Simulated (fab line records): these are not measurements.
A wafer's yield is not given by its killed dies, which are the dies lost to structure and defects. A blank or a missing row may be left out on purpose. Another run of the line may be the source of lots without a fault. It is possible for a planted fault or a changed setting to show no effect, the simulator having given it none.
fab line records ; flow berkeley-cmos170 ; part 1 of 2: steps 1 to 23 of 32
record lots=5; wafers=15; last-day=12
route steps=331 shown M2@276 V2@292
lots untouched by any fault: they come from a run of this same line in which no faults occurred
start-h: hours from the record's first day to the start of the lot's first wafer shown ; wait-h: time in hours since the lot's previous step ; " as in the row above ; L1.1+2: one row covering several wafers at once ; - no value, or no start was given ; * or withheld: withheld ; < > ~ a bound
route shown NAME@n: names a module that has steps shown in the file, with the first one's number in the route ; usual: mean/standard deviation of fault-free wafers ; same: alike in all rows ; chamber/n: place in a boat ; sites: readings site by site ; _std_site: standard deviation of those values ; _edge_site: outer sites' mean less inner sites' ; radius-mm: for every site, how far away it sits from the centre of the wafer ; mask NAME#n: copy n ; behind: the most recent tool/chamber to have shaped the wafer ; hold: why the lot was held/for how many hours/how that ended ; device: which transistor (n, p or np) failed to switch ; end of line: the route-end tests of the same wafers ; where a step has no rows: the recipe by itself ; killed: dies that structure and defects cost at the first sort, which is not the same as the wafer's yield ; map: the dies of a wafer, with x for killed, . for not killed, _ for no die there
set.NAME: the run value of the setting; set.NAME@STEP: its run value at that earlier step ; model.NAME: the simulator's own value behind a step, which no gauge read
lots seen at some steps along the route; tables by step, rows by wafer
services: from which hour (start-h, from the record's first day; less than 0 if before it) a tool's chamber was out of use, for how many hours, and why
## steps
# step UCB170_M2_COAT_05
# recipe resist=KrF; spin-rpm=1500; resist-thk-nm=900
# usual exhaust-pa=45.3/0.85; resist-line-temp-C=23.02/0.11
lot.wafer;tool;chamber;start-h;wait-h;exhaust-pa;resist-line-temp-C
L074.1;litho-track-02;0;176.44;0.1;46.3;23.04
L074.4;litho-track-02;0;176.44;0.1;45.5;23.20
L074.5;litho-track-02;0;176.44;0.1;45.0;23.05
L085.3;litho-track-04;0;239.64;0.1;46.0;23.06
L085.4;litho-track-04;0;239.64;0.1;44.9;23.13
L085.6;litho-track-04;0;239.64;0.1;45.4;23.14
L088.2;litho-track-02;0;247.89;0.1;46.0;22.85
L088.3;litho-track-02;0;247.89;0.1;45.2;22.90
L088.4;litho-track-02;0;247.89;0.1;44.9;22.88
L087.2;litho-track-04;0;261.04;0.1;46.3;22.90
L087.3;litho-track-04;0;261.04;0.1;46.9;22.99
L087.6;litho-track-04;0;261.04;0.1;46.5;22.80
L096.1;litho-track-04;0;278.84;0.1;45.8;22.97
L096.3;litho-track-04;0;278.84;0.1;45.9;22.91
L096.6;litho-track-04;0;278.84;0.1;45.1;22.93
# step UCB170_M2_SOFTBAKE_06
# recipe resist=KrF; temp-c=130; time-s=60
# usual exhaust-pa=45.0/1; resist-line-temp-C=22.99/0.1
lot.wafer;tool;chamber;start-h;wait-h;exhaust-pa;resist-line-temp-C
L074.1;litho-track-02;0;176.59;0.1;43.6;22.96
L074.4;litho-track-02;0;176.59;0.1;46.3;23.06
L074.5;litho-track-02;0;176.59;0.1;45.8;22.86
L085.3;litho-track-04;0;239.79;0.1;44.3;23.03
L085.4;litho-track-04;0;239.79;0.1;46.5;22.87
L085.6;litho-track-04;0;239.79;0.1;45.7;22.89
L088.2;litho-track-02;0;248.04;0.1;43.1;22.96
L088.3;litho-track-02;0;248.04;0.1;44.6;23.05
L088.4;litho-track-02;0;248.04;0.1;43.7;23.04
L087.2;litho-track-04;0;261.19;0.1;44.7;23.03
L087.3;litho-track-04;0;261.19;0.1;46.2;23.07
L087.6;litho-track-04;0;261.19;0.1;43.9;22.99
L096.1;litho-track-04;0;278.99;0.1;44.4;22.99
L096.3;litho-track-04;0;278.99;0.1;46.0;23.03
L096.6;litho-track-04;0;278.99;0.1;45.3;22.89
# step UCB170_M2_STRIP_07
# recipe chemistry=O2; power-w=400; pressure-mtorr=3500; platen-temp-c=withheld; o2-flow-sccm=400; overash-fraction=0.5
# usual drypump-motor-current-A=5.6/0.53; o2-flow-sccm=400.0/1.3; oes-product-au=0.735/0.0046; strip-time-to-endpoint-s=22.00/0.062
lot.wafer;tool;chamber;start-h;wait-h;drypump-motor-current-A;o2-flow-sccm;oes-product-au;rf-hours-counter-h;strip-time-to-endpoint-s
L074.1;plasma-asher-01;0;176.74;0.1;5.9;399.5;0.743;6;21.91
L074.4;plasma-asher-01;1;176.74;0.1;6.0;399.8;0.731;-;21.97
L074.5;plasma-asher-01;0;176.74;0.1;5.9;402.4;0.732;-;21.96
L085.3;plasma-asher-02;1;239.92;0.1;6.4;398.1;0.737;-;21.99
L085.4;plasma-asher-02;0;239.92;0.1;5.7;399.9;0.734;-;21.97
L085.6;plasma-asher-02;0;239.92;0.1;5.7;401.6;0.730;-;21.98
L088.2;plasma-asher-02;1;248.17;0.1;6.5;397.6;0.729;52;22.00
L088.3;plasma-asher-02;1;248.17;0.1;6.5;397.7;0.731;-;21.96
L088.4;plasma-asher-02;0;248.17;0.1;5.7;399.1;0.728;-;22.02
L087.2;plasma-asher-01;0;261.31;0.1;5.9;400.1;0.738;16;21.96
L087.3;plasma-asher-01;1;261.31;0.1;6.0;398.8;0.735;-;22.01
L087.6;plasma-asher-01;1;261.31;0.1;6.0;400.6;0.730;-;21.98
L096.1;plasma-asher-03;1;279.14;0.1;5.2;399.6;0.737;51;22.08
L096.3;plasma-asher-03;1;279.14;0.1;5.2;400.8;0.734;-;22.05
L096.6;plasma-asher-03;1;279.14;0.1;5.1;399.0;0.732;-;22.09
# step UCB170_M2_STRIP_08
# recipe chemistry=DMSO; temp-c=80; time-s=600; material=KrF
# usual temp-c=80.00/0.13
lot.wafer;tool;chamber;start-h;wait-h;temp-c
L074.1;wet-bench-02;2;176.84;0.1;80.07
L074.4;wet-bench-02;2;176.84;0.1;80.06
L074.5;wet-bench-02;2;176.84;0.1;80.04
L085.3;wet-bench-01;0;239.99;0.0;79.96
L085.4;wet-bench-01;0;239.99;0.0;79.95
L085.6;wet-bench-01;0;239.99;0.0;79.72
L088.2;wet-bench-01;0;248.27;0.1;80.01
L088.3;wet-bench-01;0;248.27;0.1;80.06
L088.4;wet-bench-01;0;248.27;0.1;80.08
L087.2;wet-bench-02;2;261.48;0.1;80.00
L087.3;wet-bench-02;2;261.48;0.1;79.92
L087.6;wet-bench-02;2;261.48;0.1;80.07
L096.1;wet-bench-01;3;279.31;0.1;79.98
L096.3;wet-bench-01;3;279.31;0.1;79.86
L096.6;wet-bench-01;3;279.31;0.1;79.89
# step UCB170_M2_COAT_09
# recipe resist=BARC; temp-c=withheld; time-s=withheld; spin-rpm=3000; resist-thk-nm=withheld
# usual exhaust-pa=44.9/0.87; resist-line-temp-C=*
lot.wafer;tool;chamber;start-h;wait-h;exhaust-pa;resist-line-temp-C
L074.1;litho-track-02;0;177.22;0.0;44.3;*
L074.4;litho-track-02;0;177.22;0.0;45.9;*
L074.5;litho-track-02;0;177.22;0.0;44.8;*
L085.3;litho-track-04;0;240.23;0.1;45.1;*
L085.4;litho-track-04;0;240.23;0.1;44.8;*
L085.6;litho-track-04;0;240.23;0.1;44.9;*
L088.2;litho-track-02;0;248.64;0.2;46.2;*
L088.3;litho-track-02;0;248.64;0.2;45.9;*
L088.4;litho-track-02;0;248.64;0.2;45.8;*
L087.2;litho-track-02;0;261.68;0.0;44.1;*
L087.3;litho-track-02;0;261.68;0.0;45.2;*
L087.6;litho-track-02;0;261.68;0.0;46.4;*
L096.1;litho-track-03;0;279.52;0.0;44.2;*
L096.3;litho-track-03;0;279.52;0.0;43.7;*
L096.6;litho-track-03;0;279.52;0.0;45.1;*
# step UCB170_M2_COAT_10
# recipe resist=KrF; spin-rpm=1500; resist-thk-nm=900
# usual exhaust-pa=45.2/1; resist-line-temp-C=22.99/0.11
lot.wafer;tool;chamber;start-h;wait-h;exhaust-pa;resist-line-temp-C
L074.1;litho-track-02;0;-;-;44.1;22.88
L074.4;litho-track-02;0;-;-;42.9;22.87
L074.5;litho-track-02;0;-;-;44.2;22.85
L085.3;litho-track-04;0;-;-;44.2;23.03
L085.4;litho-track-04;0;-;-;44.8;23.12
L085.6;litho-track-04;0;-;-;44.9;22.90
L088.2;litho-track-02;0;-;-;47.0;22.73
L088.3;litho-track-02;0;-;-;46.7;22.85
L088.4;litho-track-02;0;-;-;46.6;23.00
L087.2;litho-track-02;0;-;-;46.1;23.10
L087.3;litho-track-02;0;-;-;46.1;23.02
L087.6;litho-track-02;0;-;-;44.9;23.28
L096.1;litho-track-03;0;-;-;47.1;23.12
L096.3;litho-track-03;0;-;-;46.5;23.01
L096.6;litho-track-03;0;-;-;46.8;23.11
# step UCB170_M2_SOFTBAKE_11
# recipe resist=KrF; temp-c=130; time-s=60
# usual exhaust-pa=45.1/0.85; resist-line-temp-C=23.00/0.1
lot.wafer;tool;chamber;start-h;wait-h;exhaust-pa;resist-line-temp-C
L074.1;litho-track-02;0;-;-;42.9;22.96
L074.4;litho-track-02;0;-;-;44.9;22.90
L074.5;litho-track-02;0;-;-;44.9;22.91
L085.3;litho-track-04;0;-;-;45.1;23.00
L085.4;litho-track-04;0;-;-;46.1;23.17
L085.6;litho-track-04;0;-;-;46.2;22.97
L088.2;litho-track-02;0;-;-;43.5;23.09
L088.3;litho-track-02;0;-;-;45.0;23.00
L088.4;litho-track-02;0;-;-;44.7;22.94
L087.2;litho-track-02;0;-;-;45.0;23.00
L087.3;litho-track-02;0;-;-;44.4;22.96
L087.6;litho-track-02;0;-;-;44.1;22.99
L096.1;litho-track-03;0;-;-;47.1;23.09
L096.3;litho-track-03;0;-;-;45.4;22.95
L096.6;litho-track-03;0;-;-;46.1;22.99
# step UCB170_M2_EXPOSE_12
# recipe mask-id=METAL2; target-cd-nm=700; na=0.5; sigma-outer=0.6; source-shape=conventional; dose-mj=26
lot.wafer;tool;chamber;start-h;wait-h;mask
L074.1+4+5;krf-scanner-02;0;177.79;-;METAL2#0
L085.3+4+6;krf-scanner-01;0;240.84;-;METAL2#0
L088.2+3+4;krf-scanner-02;0;249.21;-;METAL2#0
L087.2+3+6;krf-scanner-01;0;262.12;-;METAL2#0
L096.1+3+6;krf-scanner-01;0;280.10;-;METAL2#0
# step UCB170_M2_PEB_13
# recipe peb-temp-c=130; peb-time-s=withheld; resist=KrF
# usual exhaust-pa=44.9/0.98; resist-line-temp-C=23.01/0.13
lot.wafer;tool;chamber;start-h;wait-h;exhaust-pa;resist-line-temp-C
L074.1;litho-track-04;0;177.91;0.1;43.9;22.93
L074.4;litho-track-04;0;177.91;0.1;44.2;22.96
L074.5;litho-track-04;0;177.91;0.1;43.3;22.89
L085.3;litho-track-03;0;241.02;0.2;43.0;23.07
L085.4;litho-track-03;0;241.02;0.2;42.4;23.09
L085.6;litho-track-03;0;241.02;0.2;43.5;22.83
L088.2;litho-track-04;0;249.34;0.1;44.1;22.92
L088.3;litho-track-04;0;249.34;0.1;44.4;23.15
L088.4;litho-track-04;0;249.34;0.1;44.7;23.02
L087.2;litho-track-04;0;262.41;0.3;44.1;22.95
L087.3;litho-track-04;0;262.41;0.3;45.2;22.96
L087.6;litho-track-04;0;262.41;0.3;44.4;22.97
L096.1;litho-track-02;0;280.26;0.1;45.7;23.23
L096.3;litho-track-02;0;280.26;0.1;44.3;23.23
L096.6;litho-track-02;0;280.26;0.1;45.8;23.23
# step UCB170_M2_DEVELOP_14
# recipe developer=TMAH; develop-time-s=45; resist=KrF; dev-temp-c=21
# usual exhaust-pa=44.9/0.88; resist-line-temp-C=22.97/0.11
lot.wafer;tool;chamber;start-h;wait-h;exhaust-pa;resist-line-temp-C
L074.1;litho-track-04;0;-;-;44.6;23.08
L074.4;litho-track-04;0;-;-;43.9;23.12
L074.5;litho-track-04;0;-;-;44.5;22.99
L085.3;litho-track-03;0;-;-;45.2;23.02
L085.4;litho-track-03;0;-;-;44.9;22.99
L085.6;litho-track-03;0;-;-;45.2;22.91
L088.2;litho-track-04;0;-;-;45.0;23.03
L088.3;litho-track-04;0;-;-;45.3;22.89
L088.4;litho-track-04;0;-;-;46.3;22.91
L087.2;litho-track-04;0;-;-;43.5;22.93
L087.3;litho-track-04;0;-;-;44.4;22.97
L087.6;litho-track-04;0;-;-;45.1;22.99
L096.1;litho-track-02;0;-;-;44.8;22.91
L096.3;litho-track-02;0;-;-;43.7;22.98
L096.6;litho-track-02;0;-;-;44.1;22.94
# step UCB170_M2_CD_MEAS_15
# recipe target-cd-nm=700
# usual cd-nm=699.7/1.3
lot.wafer;tool;chamber;start-h;wait-h;cd-nm
L074.1;cd-sem-01;-;178.19;-;699.4
L074.4;cd-sem-01;-;178.19;-;699.4
L074.5;cd-sem-01;-;178.19;-;698.9
L085.3;cd-sem-01;-;241.29;-;699.1
L085.4;cd-sem-01;-;241.29;-;698.8
L085.6;cd-sem-01;-;241.29;-;699.7
L088.2;cd-sem-02;-;249.61;-;699.2
L088.3;cd-sem-02;-;249.61;-;699.6
L088.4;cd-sem-02;-;249.61;-;700.9
L087.2;cd-sem-01;-;262.68;-;698.4
L087.3;cd-sem-01;-;262.68;-;698.0
L087.6;cd-sem-01;-;262.68;-;698.2
L096.1;cd-sem-01;-;280.56;-;698.6
L096.3;cd-sem-01;-;280.56;-;698.9
L096.6;cd-sem-01;-;280.56;-;700.7
# step UCB170_M2_OVL_MEAS_16
# usual M2_OVL=2/5
lot.wafer;tool;chamber;start-h;wait-h;M2_OVL[nm]
L074.1;overlay-02;-;178.31;0.1;2
L074.4;overlay-02;-;178.31;0.1;-4
L074.5;overlay-02;-;178.31;0.1;7
L085.3;overlay-02;-;241.38;0.1;5
L085.4;overlay-02;-;241.38;0.1;4
L085.6;overlay-02;-;241.38;0.1;11
L088.2;overlay-02;-;249.71;0.1;-1
L088.3;overlay-02;-;249.71;0.1;-3
L088.4;overlay-02;-;249.71;0.1;-3
L087.2;overlay-01;-;262.79;0.1;-5
L087.3;overlay-01;-;262.79;0.1;-9
L087.6;overlay-01;-;262.79;0.1;-3
L096.1;overlay-02;-;280.68;0.1;0
L096.3;overlay-02;-;280.68;0.1;-2
L096.6;overlay-02;-;280.68;0.1;0
# step UCB170_M2_ETCH_17
# recipe chemistry=N2/H2; target-depth-a=withheld; overetch-a=withheld; target=BARC; time-s=withheld; source-w=500; bias-w=100; pressure-mtorr=28.85; n2-flow-sccm=100; h2-flow-sccm=200
# usual drypump-motor-current-A=5.8/0.53; oes-product-au=1.011/0.019; throttle-valve-pct=13.66/0.11
lot.wafer;tool;chamber;start-h;wait-h;drypump-motor-current-A;oes-product-au;throttle-valve-pct
L074.1;rie-diel-04;3;178.34;0.0;6.0;1.025;13.63
L074.4;rie-diel-04;2;178.34;0.0;4.9;1.006;13.77
L074.5;rie-diel-04;2;178.34;0.0;4.9;1.007;13.75
L085.3;rie-diel-04;0;241.40;0.0;5.5;1.010;13.61
L085.4;rie-diel-04;1;241.40;0.0;5.7;1.045;13.71
L085.6;rie-diel-04;1;241.40;0.0;5.7;1.048;13.70
L088.2;rie-diel-04;1;249.74;0.0;5.6;1.054;13.72
L088.3;rie-diel-04;2;249.74;0.0;4.9;0.986;13.71
L088.4;rie-diel-04;3;249.74;0.0;6.1;1.020;13.63
L087.2;rie-diel-03;3;262.82;0.0;6.3;1.003;13.53
L087.3;rie-diel-03;0;262.82;0.0;6.0;1.007;13.73
L087.6;rie-diel-03;0;262.82;0.0;6.0;1.000;13.72
L096.1;rie-diel-04;0;280.71;0.0;5.5;0.997;13.60
L096.3;rie-diel-04;2;280.71;0.0;4.9;0.991;13.71
L096.6;rie-diel-04;3;280.71;0.0;6.1;1.022;13.63
# step UCB170_M2_METAL_ETCH_18
# recipe chemistry=Cl2/BCl3; target=Al; stop-on=SiO2; pressure-mtorr=12; target-depth-a=11700; over-etch-frac=0.3; time-s=195; icp-w=600; bias-w=120; Cl2_flow_sccm=90; bcl3-flow-sccm=45
# usual bcl3-flow-sccm=45.01/0.14; drypump-motor-current-A=5.7/0.33; oes-product-au=0.845/0.017; throttle-valve-pct=24.4/0.4
lot.wafer;tool;chamber;start-h;wait-h;bcl3-flow-sccm;drypump-motor-current-A;oes-product-au;rf-hours-counter-h;throttle-valve-pct
L074.1;rie-metal-03;0;178.38;-;44.66;6.4;0.827;11;24.5
L074.4;rie-metal-03;0;178.38;-;45.25;6.4;0.831;-;24.5
L074.5;rie-metal-03;1;178.38;-;44.99;5.7;0.825;-;24.9
L085.3;rie-metal-04;0;241.51;-;45.23;5.4;0.853;-;24.9
L085.4;rie-metal-04;1;241.51;-;45.05;5.5;0.860;-;24.3
L085.6;rie-metal-04;0;241.51;-;45.40;5.4;0.842;-;24.9
L088.2;rie-metal-04;1;249.78;-;44.97;5.5;0.875;3;24.3
L088.3;rie-metal-04;0;249.78;-;45.02;5.4;0.853;-;24.9
L088.4;rie-metal-04;1;249.78;-;45.20;5.5;0.871;-;24.3
L087.2;rie-metal-01;1;262.86;-;44.93;5.8;0.835;1;24.2
L087.3;rie-metal-01;0;262.86;-;45.18;5.5;0.864;-;23.7
L087.6;rie-metal-01;0;262.86;-;45.11;5.5;0.853;-;23.7
L096.1;rie-metal-01;1;280.75;-;44.83;5.9;0.835;2;24.2
L096.3;rie-metal-01;1;280.75;-;45.09;5.8;0.833;-;24.2
L096.6;rie-metal-01;0;280.75;-;44.90;5.5;0.865;-;23.7
# step UCB170_M2_STRIP_19
# recipe chemistry=O2; power-w=400; pressure-mtorr=3500; platen-temp-c=withheld; o2-flow-sccm=400; overash-fraction=0.5
# usual drypump-motor-current-A=5.6/0.54; o2-flow-sccm=399.9/1.2; oes-product-au=0.540/0.017
lot.wafer;tool;chamber;start-h;wait-h;drypump-motor-current-A;o2-flow-sccm;oes-product-au;rf-hours-counter-h
L074.1;plasma-asher-02;1;178.57;0.1;6.5;400.5;0.525;44
L074.4;plasma-asher-02;1;178.57;0.1;6.5;399.6;0.520;-
L074.5;plasma-asher-02;1;178.57;0.1;6.5;402.4;0.529;-
L085.3;plasma-asher-02;1;241.67;0.1;6.5;400.4;0.577;-
L085.4;plasma-asher-02;0;241.67;0.1;5.7;399.3;0.556;-
L085.6;plasma-asher-02;1;241.67;0.1;6.5;400.4;0.571;-
L088.2;plasma-asher-02;0;249.97;0.1;5.7;400.3;0.555;52
L088.3;plasma-asher-02;0;249.97;0.1;5.7;399.7;0.564;-
L088.4;plasma-asher-02;1;249.97;0.1;6.5;398.7;0.545;-
L087.2;plasma-asher-03;1;263.05;0.1;5.1;397.9;0.533;49
L087.3;plasma-asher-03;0;263.05;0.1;4.8;401.0;0.535;-
L087.6;plasma-asher-03;1;263.05;0.1;5.2;399.0;0.535;-
L096.1;plasma-asher-03;0;280.94;0.1;4.8;399.8;0.529;52
L096.3;plasma-asher-03;0;280.94;0.1;4.8;398.3;0.534;-
L096.6;plasma-asher-03;1;280.94;0.1;5.2;398.5;0.544;-
# step UCB170_M2_CD_MEAS_90
# recipe target-cd-nm=700
# usual cd-nm=699/3.9
lot.wafer;tool;chamber;start-h;wait-h;cd-nm
L074.1;cd-sem-01;-;178.67;0.1;700
L074.4;cd-sem-01;-;178.67;0.1;698
L074.5;cd-sem-01;-;178.67;0.1;698
L085.3;cd-sem-01;-;241.77;0.1;702
L085.4;cd-sem-01;-;241.77;0.1;702
L085.6;cd-sem-01;-;241.77;0.1;703
L088.2;cd-sem-02;-;250.09;0.1;698
L088.3;cd-sem-02;-;250.09;0.1;704
L088.4;cd-sem-02;-;250.09;0.1;701
L087.2;cd-sem-02;-;263.17;0.1;700
L087.3;cd-sem-02;-;263.17;0.1;693
L087.6;cd-sem-02;-;263.17;0.1;694
L096.1;cd-sem-01;-;281.04;0.1;700
L096.3;cd-sem-01;-;281.04;0.1;700
L096.6;cd-sem-01;-;281.04;0.1;698
# step UCB170_V2_CVD_00
# recipe material=SiO2; target-thk-nm=2000; temp-c=390; precursor=TEOS/O2; time-s=250; rf-w=550; pressure-mtorr=9000
# usual heater-power-w=263/68
lot.wafer;tool;chamber;start-h;wait-h;heater-power-w
L074.1;pecvd-01;1;178.79;0.1;179
L074.4;pecvd-01;1;178.79;0.1;135
L074.5;pecvd-01;0;178.79;0.1;307
L085.3;pecvd-02;2;241.85;0.1;258
L085.4;pecvd-02;2;241.85;0.1;182
L085.6;pecvd-02;0;241.85;0.1;242
L088.2;pecvd-01;0;250.19;0.1;283
L088.3;pecvd-01;1;250.19;0.1;145
L088.4;pecvd-01;1;250.19;0.1;196
L087.2;pecvd-03;1;263.27;0.1;332
L087.3;pecvd-03;2;263.27;0.1;328
L087.6;pecvd-03;1;263.27;0.1;237
L096.1;pecvd-03;2;281.16;0.1;256
L096.3;pecvd-03;1;281.16;0.1;291
L096.6;pecvd-03;0;281.16;0.1;308
# step UCB170_V2_THK_MEAS_01
# recipe reads=SiO2_of_V2_CVD_00
# usual V2_TEOS_THK=1998/27
lot.wafer;tool;chamber;start-h;wait-h;V2_TEOS_THK[nm]
L074.1;film-metro-01;-;178.95;0.1;1962
L074.4;film-metro-01;-;178.95;0.1;1981
L074.5;film-metro-01;-;178.95;0.1;1959
L085.3;film-metro-03;-;242.03;0.1;1945
L085.4;film-metro-03;-;242.03;0.1;1995
L085.6;film-metro-03;-;242.03;0.1;2022
L088.2;film-metro-03;-;250.36;0.1;1981
L088.3;film-metro-03;-;250.36;0.1;2023
L088.4;film-metro-03;-;250.36;0.1;2046
L087.2;film-metro-01;-;263.43;0.1;2008
L087.3;film-metro-01;-;263.43;0.1;2000
L087.6;film-metro-01;-;263.43;0.1;2038
L096.1;film-metro-03;-;281.32;0.1;1978
L096.3;film-metro-03;-;281.32;0.1;1956
L096.6;film-metro-03;-;281.32;0.1;2018
# step UCB170_V2_CMP_02
# recipe material=SiO2; down-force-psi=6; platen-rpm=60; pad-velocity-m-s=0.75398
# usual motor-current-A=16.3/1.5
lot.wafer;tool;chamber;start-h;wait-h;motor-current-A
L074.1;cmp-02;0;179.01;0.1;14.8
L074.4;cmp-02;3;179.01;0.1;19.0
L074.5;cmp-02;1;179.01;0.1;15.0
L085.3;cmp-02;2;242.12;0.1;15.9
L085.4;cmp-02;3;242.12;0.1;19.1
L085.6;cmp-02;1;242.12;0.1;14.6
L088.2;cmp-01;1;250.41;0.0;15.9
L088.3;cmp-01;3;250.41;0.0;14.3
L088.4;cmp-01;0;250.41;0.0;17.8
L087.2;cmp-02;3;263.53;0.1;20.0
L087.3;cmp-02;0;263.53;0.1;15.6
L087.6;cmp-02;3;263.53;0.1;19.2
L096.3;cmp-02;2;281.43;0.1;16.2
L096.1;cmp-02;3;281.43;0.1;19.1
L096.6;cmp-02;1;281.43;0.1;14.4
# step UCB170_V2_BOW_MEAS_03
# recipe mode=bow
# usual V2_BOW=36/6.2
lot.wafer;tool;chamber;start-h;wait-h;V2_BOW[um]
L074.1;film-metro-03;-;179.31;0.2;31
L074.4;film-metro-03;-;179.31;0.2;29
L074.5;film-metro-03;-;179.31;0.2;44
L085.3;film-metro-04;-;242.41;0.2;39
L085.4;film-metro-04;-;242.41;0.2;36
L085.6;film-metro-04;-;242.41;0.2;37
L088.2;film-metro-04;-;250.73;0.3;41
L088.3;film-metro-04;-;250.73;0.3;45
L088.4;film-metro-04;-;250.73;0.3;35
L087.2;film-metro-04;-;263.80;0.2;50
L087.3;film-metro-04;-;263.80;0.2;41
L087.6;film-metro-04;-;263.80;0.2;31
L096.1;film-metro-03;-;281.68;0.1;40
L096.3;film-metro-03;-;281.68;0.1;39
L096.6;film-metro-03;-;281.68;0.1;25
# step UCB170_V2_THK_MEAS_04
# recipe reads=SiO2_of_V2_CVD_00
# usual V2_POLISHED_THK=1000.5/1.3
lot.wafer;tool;chamber;start-h;wait-h;V2_POLISHED_THK[nm]
L074.1;film-metro-03;-;179.43;0.1;1000.3
L074.4;film-metro-03;-;179.43;0.1;1001.5
L074.5;film-metro-03;-;179.43;0.1;998.7
L085.3;film-metro-04;-;242.51;0.1;1000.2
L085.4;film-metro-04;-;242.51;0.1;1000.2
L085.6;film-metro-04;-;242.51;0.1;997.5
L088.2;film-metro-04;-;250.84;0.1;999.6
L088.3;film-metro-04;-;250.84;0.1;999.7
L088.4;film-metro-04;-;250.84;0.1;999.8
L087.2;film-metro-04;-;263.91;0.1;1000.6
L087.3;film-metro-04;-;263.91;0.1;1000.7
L087.6;film-metro-04;-;263.91;0.1;1000.5
L096.1;film-metro-03;-;281.80;0.1;1000.8
L096.3;film-metro-03;-;281.80;0.1;1001.4
L096.6;film-metro-03;-;281.80;0.1;1000.1
# step UCB170_V2_CLEAN_05
# recipe chemistry=DIW
lot.wafer;tool;chamber;start-h;wait-h
L074.1+4+5;wet-bench-01;0;179.49;0.1
L085.3+4+6;wet-bench-01;0;242.55;0.0
L088.2+3+4;wet-bench-01;1;250.89;0.0
L087.2+3+6;wet-bench-03;1;263.96;0.0
L096.1+3+6;wet-bench-01;3;281.86;0.1
# step UCB170_V2_HMDS_06
# recipe prime-time-s=60; prime-temp-c=100
# usual exhaust-pa=44.8/0.94; prime-temp-c=99.99/0.14; resist-line-temp-C=22.98/0.11
lot.wafer;tool;chamber;start-h;wait-h;exhaust-pa;prime-temp-c;resist-line-temp-C
L074.1;litho-track-04;0;179.99;0.3;46.3;100.08;22.88
L074.4;litho-track-04;0;179.99;0.3;45.6;100.11;23.15
L074.5;litho-track-04;0;179.99;0.3;45.3;99.93;22.98
L085.3;litho-track-03;0;242.77;0.1;45.6;99.82;22.96
L085.4;litho-track-03;0;242.77;0.1;43.7;99.71;22.84
L085.6;litho-track-03;0;242.77;0.1;45.3;99.99;23.09
L088.2;litho-track-03;0;251.62;0.6;43.9;100.01;22.98
L088.3;litho-track-03;0;251.62;0.6;43.8;100.02;22.82
L088.4;litho-track-03;0;251.62;0.6;44.3;99.93;22.94
L087.2;litho-track-04;0;264.18;0.0;45.7;99.98;23.20
L087.3;litho-track-04;0;264.18;0.0;44.8;100.09;22.96
L087.6;litho-track-04;0;264.18;0.0;46.2;99.92;22.83
L096.1;litho-track-01;0;282.03;0.0;45.0;99.95;23.16
L096.3;litho-track-01;0;282.03;0.0;44.2;100.03;23.09
L096.6;litho-track-01;0;282.03;0.0;44.6;99.92;22.95
